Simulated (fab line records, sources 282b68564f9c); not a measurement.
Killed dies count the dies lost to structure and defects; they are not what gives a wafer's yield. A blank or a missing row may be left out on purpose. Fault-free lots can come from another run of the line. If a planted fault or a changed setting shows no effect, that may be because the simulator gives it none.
Code-filled problem report in 8D (eight disciplines) form | flow rit-cmos | the parts of the form that need people (team, actions taken, sign-off) are left out

== 1. THE ISSUE ==
Mean REOX_OXIDE_THK at RIT_REOX_THK_MEAS_04: 28.0 nm over 6 wafers in 2 lots; fault-free wafers: 25.1 nm, standard deviation 0.4. Relative to the usual mean, that is a shift of +7.2 standard deviations.
The first sign was on wafer L151.2 at day 3 18:39, on film-metro-02. The record holds 42 wafers of 14 lots with a number at this step. Rule for "out" (also "out of limits"): further than 4 standard deviations from the usual mean. All remaining wafers that have a number are taken as sound.

== 2. WHAT IT IS AND WHAT IT IS NOT ==
question                    | is                           | is not
which readings at this step | REOX_OXIDE_THK               | -
which lots                  | L151, L152                   | L147, L149, L150, L153, L155, L163, L164, L165, L166, L167, L168, L169
which wafers of those lots  | all that have a number       | -
read on which gauges        | film-metro-01, film-metro-02 | film-metro-04
when                        | from day 3 18:39             | up to then (9 sound wafers); but 27 sound wafers of L153, L155, L163, L164, L165, L166, L167, L168, L169 came after

== 3. WHAT RULES OUT EACH SUSPECT ==
Counting: a tool at a process step up to the reading stays a suspect if it ran every lot that is out and no sound lot after the first of them.
- ruled out: the gauge at RIT_REOX_THK_MEAS_04. The wafers that are out were read on 2 gauges (film-metro-01, film-metro-02).
- furnace-02 at RIT_REOX_OXIDATION_03 (target thk 25.2 nm, ox time 5580 s): ruled out as a lasting fault. The sound lots L166, L167, L168, L169 went through it after L151, its earliest lot that is out (day 3 16:05).
Left after counting: nothing in the record.

== 4. THE CAUSE (what the simulator had put in) ==
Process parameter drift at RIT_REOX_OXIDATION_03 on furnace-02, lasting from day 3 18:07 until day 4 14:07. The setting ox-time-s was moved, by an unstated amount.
The count ruled it out by mistake, since the rule takes a fault to strike every lot its tool runs from the start of the fault on, and this one did not do so.

== 5. SEQUENCE OF EFFECTS, ordered by route ==
One row per reading whose mean, taken over the struck wafers that have a number, lies over 3 standard deviations from the usual. Scope: only readings with a usual standard deviation given in the record; hours: median across lots of the time from each lot's start at the first step in this table that gives one to its start at this step; sigmas: change in usual standard deviations.
hours | step                 | reading        | usual   | on struck wafers | change | sigmas
0     | RIT_REOX_THK_MEAS_04 | REOX_OXIDE_THK | 25.1 nm | 28.0             | +2.9   | +7.2

== 6. WHAT WOULD HAVE CAUGHT IT SOONER ==
In this record the first reading out of limits at a measuring or inspecting step was taken at day 3 18:39, 1 hour after the fault began at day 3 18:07.
An alarm limit of 4 standard deviations would not have fired on the tool readings at RIT_REOX_OXIDATION_03 for which the record gives a usual standard deviation, since none of them was out on any struck wafer.
